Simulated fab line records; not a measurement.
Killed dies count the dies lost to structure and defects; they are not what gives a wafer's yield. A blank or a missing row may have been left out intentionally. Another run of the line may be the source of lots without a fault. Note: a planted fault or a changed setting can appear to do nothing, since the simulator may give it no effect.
A sampling plan put to the test | flow berkeley_cmos170 | one fab line, 29 faults that these records tell of, each judged on the records of the lots that it struck
The plan consists of the line's own looks: route steps at which the wafer is read by a gauge or an inspection but not changed. A look is open to judgement when struck wafers have a number at it and the file gives its usual mean and standard deviation on fault-free wafers. Caught: a look later than the fault's first step finds the struck wafers' mean 4 or more of those standard deviations (sigma) from the usual mean. On the tool: the test repeated on the tool's own readings taken at the fault's steps. It also counts as caught if the struck wafers ran another recipe or if their record alone is blank.

== THE FAULTS, as the simulator had put them in ==
1. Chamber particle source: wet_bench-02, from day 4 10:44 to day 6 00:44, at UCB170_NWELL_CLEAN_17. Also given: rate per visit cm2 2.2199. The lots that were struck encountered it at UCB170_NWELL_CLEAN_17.
2. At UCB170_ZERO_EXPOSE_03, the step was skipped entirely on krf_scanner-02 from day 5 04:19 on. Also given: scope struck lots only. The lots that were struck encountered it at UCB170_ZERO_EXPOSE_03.
3. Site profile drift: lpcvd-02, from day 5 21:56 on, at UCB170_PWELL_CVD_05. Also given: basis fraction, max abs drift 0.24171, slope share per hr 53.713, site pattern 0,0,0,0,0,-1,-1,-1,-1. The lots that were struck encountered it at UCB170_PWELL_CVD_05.
4. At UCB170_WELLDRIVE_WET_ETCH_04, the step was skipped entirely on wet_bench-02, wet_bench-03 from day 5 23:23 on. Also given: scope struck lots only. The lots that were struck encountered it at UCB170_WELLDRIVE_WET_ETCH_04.
5. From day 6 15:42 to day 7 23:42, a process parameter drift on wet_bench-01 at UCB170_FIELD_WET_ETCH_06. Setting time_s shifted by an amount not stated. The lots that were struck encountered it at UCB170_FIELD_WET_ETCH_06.
6. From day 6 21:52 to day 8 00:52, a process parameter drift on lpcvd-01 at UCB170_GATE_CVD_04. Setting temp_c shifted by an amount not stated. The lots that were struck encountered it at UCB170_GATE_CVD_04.
7. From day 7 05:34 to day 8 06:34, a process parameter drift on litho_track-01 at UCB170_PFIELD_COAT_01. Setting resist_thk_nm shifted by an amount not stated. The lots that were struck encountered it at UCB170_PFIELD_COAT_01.
8. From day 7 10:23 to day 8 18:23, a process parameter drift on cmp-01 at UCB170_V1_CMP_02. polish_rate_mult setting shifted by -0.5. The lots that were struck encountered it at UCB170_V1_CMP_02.
9. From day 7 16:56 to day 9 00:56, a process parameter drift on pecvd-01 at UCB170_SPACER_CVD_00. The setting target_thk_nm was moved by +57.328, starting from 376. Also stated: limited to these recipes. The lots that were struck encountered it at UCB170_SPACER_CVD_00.
10. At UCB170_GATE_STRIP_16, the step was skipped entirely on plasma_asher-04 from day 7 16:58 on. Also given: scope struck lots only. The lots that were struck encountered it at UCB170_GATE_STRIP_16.
11. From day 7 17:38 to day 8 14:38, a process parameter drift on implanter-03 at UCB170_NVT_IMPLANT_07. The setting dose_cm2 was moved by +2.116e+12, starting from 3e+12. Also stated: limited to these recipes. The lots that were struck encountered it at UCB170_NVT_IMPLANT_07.
12. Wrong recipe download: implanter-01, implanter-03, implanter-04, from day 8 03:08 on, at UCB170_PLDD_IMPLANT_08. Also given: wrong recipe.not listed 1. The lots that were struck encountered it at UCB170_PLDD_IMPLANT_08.
13. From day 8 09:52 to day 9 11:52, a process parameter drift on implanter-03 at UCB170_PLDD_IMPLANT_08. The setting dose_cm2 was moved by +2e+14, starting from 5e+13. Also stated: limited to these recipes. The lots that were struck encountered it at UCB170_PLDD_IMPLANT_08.
14. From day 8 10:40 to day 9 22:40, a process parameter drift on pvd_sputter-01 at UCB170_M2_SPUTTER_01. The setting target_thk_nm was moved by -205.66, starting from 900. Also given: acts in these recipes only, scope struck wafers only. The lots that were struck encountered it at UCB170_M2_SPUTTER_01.
15. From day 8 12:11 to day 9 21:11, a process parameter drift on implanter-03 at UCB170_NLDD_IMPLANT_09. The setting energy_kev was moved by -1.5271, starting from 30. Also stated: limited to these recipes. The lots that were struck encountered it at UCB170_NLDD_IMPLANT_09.
16. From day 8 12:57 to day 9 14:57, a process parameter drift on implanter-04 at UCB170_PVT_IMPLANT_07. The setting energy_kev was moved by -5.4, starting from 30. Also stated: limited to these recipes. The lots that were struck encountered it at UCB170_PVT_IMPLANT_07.
17. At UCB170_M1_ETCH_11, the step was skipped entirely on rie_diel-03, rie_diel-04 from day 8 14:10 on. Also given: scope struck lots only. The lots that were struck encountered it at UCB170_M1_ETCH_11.
18. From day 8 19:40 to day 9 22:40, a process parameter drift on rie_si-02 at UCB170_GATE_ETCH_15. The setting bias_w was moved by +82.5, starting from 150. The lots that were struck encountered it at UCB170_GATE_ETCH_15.
19. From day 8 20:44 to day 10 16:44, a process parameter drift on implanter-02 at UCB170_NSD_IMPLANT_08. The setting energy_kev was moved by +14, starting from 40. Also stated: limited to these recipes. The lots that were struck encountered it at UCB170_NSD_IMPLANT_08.
20. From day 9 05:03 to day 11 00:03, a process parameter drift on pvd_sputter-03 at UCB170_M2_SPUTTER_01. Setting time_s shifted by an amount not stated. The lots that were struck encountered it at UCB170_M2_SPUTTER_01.
21. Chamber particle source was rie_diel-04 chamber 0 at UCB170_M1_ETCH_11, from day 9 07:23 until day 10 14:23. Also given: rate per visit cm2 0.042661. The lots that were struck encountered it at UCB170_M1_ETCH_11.
22. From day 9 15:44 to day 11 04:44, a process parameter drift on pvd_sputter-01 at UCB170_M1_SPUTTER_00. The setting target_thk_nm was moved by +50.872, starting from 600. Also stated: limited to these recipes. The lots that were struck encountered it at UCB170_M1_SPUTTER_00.
23. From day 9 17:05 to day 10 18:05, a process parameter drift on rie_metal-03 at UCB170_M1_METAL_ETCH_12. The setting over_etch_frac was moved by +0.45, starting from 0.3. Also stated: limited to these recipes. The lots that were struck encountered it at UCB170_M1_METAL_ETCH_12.
24. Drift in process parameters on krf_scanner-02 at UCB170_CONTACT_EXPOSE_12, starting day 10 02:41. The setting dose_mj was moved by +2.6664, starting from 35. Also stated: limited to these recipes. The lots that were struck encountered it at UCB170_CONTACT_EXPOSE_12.
25. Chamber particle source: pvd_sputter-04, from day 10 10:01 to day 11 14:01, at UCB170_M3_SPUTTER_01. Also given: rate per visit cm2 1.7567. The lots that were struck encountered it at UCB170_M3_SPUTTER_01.
26. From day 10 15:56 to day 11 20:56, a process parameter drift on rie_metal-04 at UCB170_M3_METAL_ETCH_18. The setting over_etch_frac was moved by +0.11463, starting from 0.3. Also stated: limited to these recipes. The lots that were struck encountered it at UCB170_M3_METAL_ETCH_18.
27. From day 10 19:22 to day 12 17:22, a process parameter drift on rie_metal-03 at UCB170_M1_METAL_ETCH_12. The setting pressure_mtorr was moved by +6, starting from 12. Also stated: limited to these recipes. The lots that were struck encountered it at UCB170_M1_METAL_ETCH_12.
28. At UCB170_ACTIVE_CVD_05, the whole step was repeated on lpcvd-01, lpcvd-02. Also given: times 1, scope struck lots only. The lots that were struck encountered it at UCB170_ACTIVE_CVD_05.
29. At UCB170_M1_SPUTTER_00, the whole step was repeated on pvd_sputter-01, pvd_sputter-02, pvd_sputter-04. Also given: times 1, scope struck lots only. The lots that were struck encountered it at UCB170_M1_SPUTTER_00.

== WHAT THE PLAN SAW ==
fault | on the tool itself                               | first look that catches it                      | reading, sigma                                 | median hours from its first step to that look | hours from the fault's start to the first struck lot there | judged looks passed uncaught
1     | no reading that can be judged                    | none of the 2 looks that can be judged after it | -                                              | -                                             | -                                                          | 2
2     | no reading that can be judged                    | no look after it can be judged                  | -                                              | -                                             | -                                                          | 0
3     | under 2 sigma                                    | UCB170_PWELL_THK_MEAS_06                        | PWELL_NITRIDE_THK -11                          | 1.9                                           | 11                                                         | 0
4     | no reading that can be judged                    | no look after it can be judged                  | -                                              | -                                             | -                                                          | 0
5     | no reading that can be judged                    | none of the 7 looks that can be judged after it | -                                              | -                                             | -                                                          | 7
6     | susceptor_temp_C -92 sigma                       | UCB170_GATE_THK_MEAS_05                         | GATE_POLY_THK -36                              | 1.4                                           | 8                                                          | 0
7     | under 2 sigma                                    | no look after it can be judged                  | -                                              | -                                             | -                                                          | 0
8     | under 2 sigma                                    | UCB170_V1_THK_MEAS_04                           | V1_POLISHED_THK +99 or beyond                  | 0.4                                           | 4                                                          | 0
9     | under 2 sigma                                    | UCB170_SPACER_THK_MEAS_01                       | SPACER_TEOS_THK +10                            | 0.1                                           | 5                                                          | 0
10    | no reading that can be judged                    | not the one look that can be judged after it    | -                                              | -                                             | -                                                          | 1
11    | dose_ions_cm2 +99 or beyond sigma                | UCB170_NVT_TW_MEAS_09                           | NVT_TW +24                                     | 0.2                                           | 6                                                          | 0
12    | under 2 sigma                                    | UCB170_PLDD_TW_MEAS_11                          | PLDD_TW -14                                    | 0.4                                           | 0                                                          | 0
13    | dose_ions_cm2 +99 or beyond sigma                | UCB170_PLDD_TW_MEAS_11                          | PLDD_TW +46                                    | 0.4                                           | 7                                                          | 0
14    | under 2 sigma                                    | UCB170_M2_RS_MEAS_02                            | M2_AL_RS +27                                   | 0.1                                           | 12                                                         | 0
15    | beam_energy_keV -99 or beyond sigma              | no look after it can be judged                  | -                                              | -                                             | -                                                          | 0
16    | beam_energy_keV -99 or beyond sigma              | UCB170_PVT_TW_MEAS_09                           | PVT_TW -10                                     | 0.2                                           | 12                                                         | 0
17    | the tool's record is blank for the struck wafers | no look after it can be judged                  | -                                              | -                                             | -                                                          | 0
18    | bias_w +99 or beyond sigma                       | no look after it can be judged                  | -                                              | -                                             | -                                                          | 0
19    | beam_energy_keV +99 or beyond sigma              | UCB170_NSD_TW_MEAS_10                           | NSD_TW +9.6                                    | 0.2                                           | 7                                                          | 0
20    | under 2 sigma                                    | UCB170_M2_RS_MEAS_02                            | M2_AL_RS +25                                   | 0.1                                           | 7                                                          | 0
21    | only faintly: throttle_valve_pct +2.4 sigma      | none of the 2 looks that can be judged after it | -                                              | -                                             | -                                                          | 2
22    | under 2 sigma                                    | UCB170_M1_RS_MEAS_01                            | M1_AL_RS -8.9                                  | 0.1                                           | 5                                                          | 0
23    | oes_product_au -9.1 sigma                        | none of the 2 looks that can be judged after it | strongest: cd_nm at UCB170_M1_CD_MEAS_90, -3.1 | -                                             | -                                                          | 2
24    | exposure_dose_mJ_cm2 +58 sigma                   | UCB170_CONTACT_CD_MEAS_15                       | cd_nm +7.1                                     | 0.4                                           | 8                                                          | 0
25    | under 2 sigma                                    | not the one look that can be judged after it    | -                                              | -                                             | -                                                          | 1
26    | under 2 sigma                                    | no look after it can be judged                  | -                                              | -                                             | -                                                          | 0
27    | chamber_pressure_mTorr +99 or beyond sigma       | no look after it can be judged                  | -                                              | -                                             | -                                                          | 0
28    | under 2 sigma                                    | UCB170_ACTIVE_THK_MEAS_06                       | ACTIVE_NITRIDE_THK +99 or beyond               | 5.0                                           | -                                                          | 0
29    | under 2 sigma                                    | UCB170_M1_RS_MEAS_01                            | M1_AL_RS -53                                   | 0.3                                           | -                                                          | 0
A dash: this means the fault isn't caught or the number doesn't appear in these records.

Caught at a look: 15 of 29. Caught on the tool: 11 of 29. By one or the other: 20 of 29.
Faults caught by the tool alone: 15, 17, 18, 23, 27.
Caught at a look alone: faults 3, 8, 9, 12, 14, 20, 22, 28, 29.
Caught by neither: faults 1, 2, 4, 5, 7, 10, 21, 25, 26.

== THINNER SAMPLING ==
Were the look that catches a fault to measure just every second or every third lot (counted by lot number), the first struck lot would, at worst, be measured this late:
fault | struck lots at that look, in order of time | every lot | every second lot | every third lot
3     | L620, L622, L621, L623                     | 11 h      | 11 h             | 11 h
6     | L486, L487                                 | 8 h       | 8 h              | may miss all 2
8     | L871, L872, L875, L874                     | 4 h       | 11 h             | may miss all 4
9     | L433, L435                                 | 5 h       | may miss all 2   | may miss all 2
11    | L848, L849                                 | 6 h       | 18 h             | may miss all 2
12    | L918, L917, L920, L919                     | 0 h       | 1 h              | 14 h
13    | L579, L580                                 | 7 h       | 18 h             | may miss all 2
14    | L819                                       | 12 h      | may miss it      | may miss it
16    | L396, L395                                 | 12 h      | 14 h             | may miss all 2
19    | L350, L351, L352                           | 7 h       | 16 h             | 31 h
20    | L604, L609                                 | 7 h       | 39 h             | may miss all 2
22    | L235, L237                                 | 5 h       | may miss all 2   | may miss all 2
24    | L840, L839, L842, L843                     | 8 h       | 8 h              | may miss all 4
Hours are from the fault's start to the first struck lot that is measured. The test against the limit of 4 sigma pooled every struck wafer, which means one lot taken alone may stay below that limit. Other struck lots may not be in these records.

== THE LONGEST TIMED WAY FROM STEP TO LOOK ==
For fault 28, UCB170_ACTIVE_CVD_05 and UCB170_ACTIVE_THK_MEAS_06 are separated by a median of 5.0 hours. No look between them can be judged.
